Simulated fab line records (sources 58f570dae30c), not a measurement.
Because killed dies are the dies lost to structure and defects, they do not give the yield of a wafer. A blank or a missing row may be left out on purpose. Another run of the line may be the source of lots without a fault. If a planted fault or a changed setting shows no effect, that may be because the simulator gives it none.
One fault seen from 2 desks + flow berkeley cmos170 + each desk holds nothing but its own numbers, with what lay behind them at the end

AT THE TOOL OWNER'S DESK: implanter-01
The tool's own readings at UCB170_NWELL_IMPLANT_14, given as means over the sampled wafers that have a number, one for each lot that went through this tool. If a lot's mean is further than 4 standard deviations from the usual mean, the lot is out of limits and carries the mark OUT (the distance appears in the brackets).
Columns: A = dose ions cm2 at UCB170_NWELL_IMPLANT_14, usual 9.996e+12; B = faraday current uA at UCB170_NWELL_IMPLANT_14, usual 31.8
| lot  | first seen here | A                   | B    |
|------|-----------------|---------------------|------|
| L167 | day 3 12:16     | 1.000e+13           | 31.9 |
| L177 | day 5 09:56     | 1.017e+13 (+18) OUT | 31.6 |
| L179 | day 6 00:12     | 1.017e+13 (+18) OUT | 32.2 |
| L181 | day 6 09:26     | 1.017e+13 (+18) OUT | 31.5 |
Finding of this desk: L177, L179, L181 out of limits; the first was L177 at day 5 09:56, on dose ions cm2 at UCB170_NWELL_IMPLANT_14. L167: within limits.

AT THE METROLOGY DESK
What the gauges read for every lot (on any tool): the sampled wafers with a number, averaged. If a lot's mean is further than 4 standard deviations from the usual mean, the lot is out of limits and carries the mark OUT (the distance appears in the brackets).
Columns: A = NWELL_OXIDE_THK at UCB170_NWELL_THK_MEAS_02, usual 26.2 nm; B = NWELL_NITRIDE_THK at UCB170_NWELL_THK_MEAS_05, usual 225.6 nm; C = NWELL_OVL at UCB170_NWELL_OVL_MEAS_12, usual -2 nm
| lot  | first seen here | A    | B     | C  |
|------|-----------------|------|-------|----|
| L165 | day 2 14:00     | 26.0 | 225.2 | -4 |
| L167 | day 3 04:46     | 26.8 | 226.8 | 2  |
| L177 | day 5 00:56     | 26.5 | 224.3 | -2 |
| L179 | day 5 17:48     | 27.2 | 224.8 | 1  |
| L181 | day 6 01:02     | 26.4 | 228.3 | 2  |
| L184 | day 6 15:52     | 25.1 | 225.2 | 5  |
| L185 | day 6 17:19     | 26.7 | 223.9 | -4 |
Finding of this desk: none of the 7 lots has anything out of limits.

ALL TOGETHER
An alarm could have come from the tool owner's desk at day 5 09:56, on L177, L179, L181.
At the metrology desk, nothing out of limits was observed.
The metrology desk holds a record of L177, L179, L181, inside its limits.
The lots listed all ran UCB170_NWELL_IMPLANT_14 on implanter-01.

WHAT WAS PUT IN BY THE SIMULATOR
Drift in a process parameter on implanter-01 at UCB170_NWELL_IMPLANT_14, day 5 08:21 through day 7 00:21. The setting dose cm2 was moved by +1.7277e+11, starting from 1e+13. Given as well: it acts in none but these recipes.
Shown lots that were struck: L177, L179, L181.
Time in hours from fault onset to the first out-of-limits reading at each desk: the tool owner's desk, 2.
